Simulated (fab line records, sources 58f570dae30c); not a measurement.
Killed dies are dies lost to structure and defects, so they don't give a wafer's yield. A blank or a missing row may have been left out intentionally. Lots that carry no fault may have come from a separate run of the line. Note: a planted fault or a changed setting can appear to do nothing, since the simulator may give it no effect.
Split-lot study -- flow berkeleyCmos170 -- 23 wafers read from 5 lots, route of 331 steps

## THE SPLIT ITSELF
At UCB170_M3_SPUTTER_01 (material Al, target thk 900 nm, time 120 s), the setting timeS was moved away from the recipe's 120 s on 10 of the 23 wafers read, by -13.7% to +13.8%. For the rest of the wafers, this setting stayed at what the recipe calls for.

## FROM THE SPLIT TO THE READING: what the file shows between them, 1 step
- UCB170_M3_RS_MEAS_02: measures by four-point-probe

## THE READING
M3_AL_THK, in nm, at UCB170_M3_THK_MEAS_03 (measures by xrf). A value of 890 nm with a standard deviation of 9.1 nm is what fault-free wafers of this fab line usually give.

wafer,"tool, chamber at the split","timeS as run, s",against the recipe,"M3_AL_THK, nm",against lot-mates on the recipe
L075.1,"pvdSputter-04, -",120,recipe,902,-
L075.5,"pvdSputter-04, -",120,recipe,880,-
L075.6,"pvdSputter-04, -",120,recipe,899,-
L078.1,"pvdSputter-03, -",103.5,-13.7%,758,-129
L078.3,"pvdSputter-03, -",120,recipe,890,-
L078.4,"pvdSputter-03, -",120,recipe,884,-
L078.5,"pvdSputter-03, -",103.5,-13.7%,766,-121
L078.6,"pvdSputter-03, -",103.5,-13.7%,762,-125
L080.2,"pvdSputter-01, -",128,+6.7%,948,+64
L080.3,"pvdSputter-01, -",120,recipe,890,-
L080.4,"pvdSputter-01, -",120,recipe,879,-
L080.5,"pvdSputter-01, -",128,+6.7%,934,+50
L080.6,"pvdSputter-01, -",120,recipe,884,-
L083.1,"pvdSputter-03, -",135,+12.5%,992,+104
L083.2,"pvdSputter-03, -",120,recipe,893,-
L083.4,"pvdSputter-03, -",135,+12.5%,1008,+120
L083.5,"pvdSputter-03, -",120,recipe,883,-
L083.6,"pvdSputter-03, -",120,recipe,887,-
L082.1,"pvdSputter-04, -",136.6,+13.8%,1000,+102
L082.2,"pvdSputter-04, -",136.6,+13.8%,1003,+105
L082.3,"pvdSputter-04, -",120,recipe,903,-
L082.5,"pvdSputter-04, -",136.6,+13.8%,1001,+103
L082.6,"pvdSputter-04, -",120,recipe,893,-

THE FIT
A straight line over all 23 wafers: M3_AL_THK changes by +8.71 nm for each +1% of timeS; r = +0.99; the points scatter about the line by 8.1 nm.
The same after taking each lot's own level away (the mean of its wafers on the recipe; 23 wafers): +8.49 nm for each +1%; r = +0.99; scatter 8.4 nm.
That fit puts the effect of the largest move of timeS on the reading at 1.2e+02 nm.
Measured against the standard deviation above, the lots' own levels, which go from 884.3 to 898.0 nm, span 1.5 times it.
Consequently the slope shifts little with the lot-to-lot level, the two slopes agreeing.
Check: for one of the wafers moved furthest among these (+13.8%), held out of the fit, the line's prediction against its lot-mates is +117 nm. It came out at +102 nm against them.

## THESE WAFERS: OTHER SPLITS
Note: prior to the reading, these wafers also went through further splits. Each is held against what the fit with the lots' levels taken away leaves over:
other split on the same wafers,wafers away from the commonest value,r with M3_AL_THK (lot level and that fit taken away)
UCB170_PSD_EXPOSE_03 doseMj,8,+0.32
UCB170_NSD_EXPOSE_03 doseMj,8,+0.11
UCB170_NSD_DEVELOP_05 devTempC,10,+0.43
UCB170_CONTACT_CVD_01 sih4FlowSccm,5,-0.32
UCB170_CONTACT_ETCH_17 pressureMtorr,15,+0.17
UCB170_M2_COAT_05 spinRpm,11,+0.04
UCB170_M2_PEB_13 pebTempC,4,-0.01

## THE WHOLE CHAIN: every reading that the file lists as answering this split, in the file's order
step,what it does,reading,change (the file's fit),r (the file's)
UCB170_M3_SPUTTER_01,"material Al, target thk 900 nm, time 120 s","Al_of_M3_SPUTTER_01.thkNm (the simulator's own value, which no gauge read)",+8.7 nm for each +1% of the setting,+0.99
UCB170_M3_RS_MEAS_02,measures by four-point-probe,M3_AL_RS,-0.000313 for each +1% of the setting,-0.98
UCB170_M3_THK_MEAS_03,measures by xrf,M3_AL_THK,+8.48 for each +1% of the setting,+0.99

## THE FILE'S OWN FIT
M3_AL_THK changes by +8.48 nm for each +1% of timeS, r = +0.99.
